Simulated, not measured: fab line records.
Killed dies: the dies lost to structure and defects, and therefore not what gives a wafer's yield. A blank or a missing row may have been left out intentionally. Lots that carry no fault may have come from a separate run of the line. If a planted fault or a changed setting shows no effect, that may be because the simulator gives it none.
The tool behind it: which one? | flow rit_cmos | 14 lots, 42 wafers sampled, at 2 steps of a route of 202

## WHAT THE GAUGES READ, wafer by wafer
No reading from a measuring or inspecting step in the record can be judged against a usual standard deviation.

## EACH LOT AND THE TOOL THAT RAN IT (in order: tool; ch and the chambers of the sampled wafers; start)
lot  | RIT_GATE_ETCH_19                | RIT_M1_PROBE_99
L450 | rie_si-01 ch 0,2, day 2 13:31   | -
L451 | rie_si-02 ch 0,1, day 2 18:01   | -
L452 | rie_si-01 ch 0,1,2, day 2 22:08 | -
L453 | rie_si-02 ch 2,3, day 3 03:34   | -
L454 | rie_si-01 ch 0,1,3, day 3 08:32 | -
L455 | rie_si-02 ch 0,2,3, day 3 16:04 | -
L456 | rie_si-01 ch 0,3, day 3 19:05   | -
L458 | rie_si-01 ch 0,1,2, day 4 03:52 | -
L460 | rie_si-01 ch 0,1,3, day 4 15:33 | -
L465 | rie_si-02 ch 0,1, day 5 17:18   | -
L467 | rie_si-02 ch 0,1,3, day 6 03:11 | prober-02, day 6 23:13
L468 | rie_si-01 ch 0,3, day 6 06:29   | -
L470 | rie_si-01 ch 0,1,2, day 6 16:06 | -
L472 | rie_si-01 ch 2,3, day 7 02:38   | -
- RIT_GATE_ETCH_19: etches poly-Si in SF6/CHF3/O2, stops on SiO2, time 165 s, target depth 312.5 nm.
- RIT_M1_PROBE_99

## WHAT THE TOOLS THEMSELVES READ (means of the sampled wafers that have a number; where no wafer has one, the mark that the record gives instead)
RIT_GATE_ETCH_19.
lot  | tool      | drypump_motor_current_A (A) | he_backside_leak_sccm (sccm) | oes_product_au (a.u.) | throttle_valve_pct (%)
L450 | rie_si-01 | 5.6                         | 2.89                         | 0.852                 | 10.18
L451 | rie_si-02 | 5.7                         | 2.97                         | 0.844                 | 10.20
L452 | rie_si-01 | 5.7                         | 3.04                         | 0.823                 | 10.23
L453 | rie_si-02 | 6.1                         | 2.76                         | 0.833                 | 10.16
L454 | rie_si-01 | 5.9                         | 2.90                         | 0.837                 | 10.28
L455 | rie_si-02 | 5.8                         | 2.91                         | 0.834                 | 10.10
L456 | rie_si-01 | 6.1                         | 2.74                         | 0.854                 | 10.30
L458 | rie_si-01 | 5.7                         | 2.87                         | 0.840                 | 10.24
L460 | rie_si-01 | 5.9                         | 2.81                         | 0.853                 | 10.28
L465 | rie_si-02 | 5.2                         | 2.96                         | 0.914                 | 10.38
L467 | rie_si-02 | 5.9                         | 2.97                         | 0.881                 | 10.26
L468 | rie_si-01 | 6.0                         | 2.82                         | 0.841                 | 10.28
L470 | rie_si-01 | 5.7                         | 2.84                         | 0.849                 | 10.24
L472 | rie_si-01 | 5.5                         | 2.77                         | 0.848                 | 10.11

RIT_M1_PROBE_99.
lot  | tool      | killed_at_M0_to_M3 | killed_at_contacts | killed_at_front_end | killed_dies | killed_open | killed_short
L467 | prober-02 | 0.0                | 0.0                | 7.0                 | 7.0         | 2.0         | 4.0

## THE ANSWER, worked out from the rows above alone
Rule: usual is defined by the lots themselves. The widest of any qualifying gaps counts: lots, ordered by their means at a reading, are off when they make up no more than a third of the lots, leave a main group of 4 or more, and stand apart from it by 3 or more times the standard deviation of that group's means. Not used: any main group whose means are identical at the precision the tables above print for the reading. Also off: a lot with no number at a reading for which 4 or more lots have one. The other lots that the step has rows for count as sound. Order of review: gauges by route order, followed by the tools' own readings, for which a lot's mean as printed above is used. The first step at which some lot is off is used, and at that step the reading that is off furthest; a lot without a number counts as furthest.
None of the lots is off at any reading shown; this tells nothing.

## WHAT THE SIMULATOR PUT IN
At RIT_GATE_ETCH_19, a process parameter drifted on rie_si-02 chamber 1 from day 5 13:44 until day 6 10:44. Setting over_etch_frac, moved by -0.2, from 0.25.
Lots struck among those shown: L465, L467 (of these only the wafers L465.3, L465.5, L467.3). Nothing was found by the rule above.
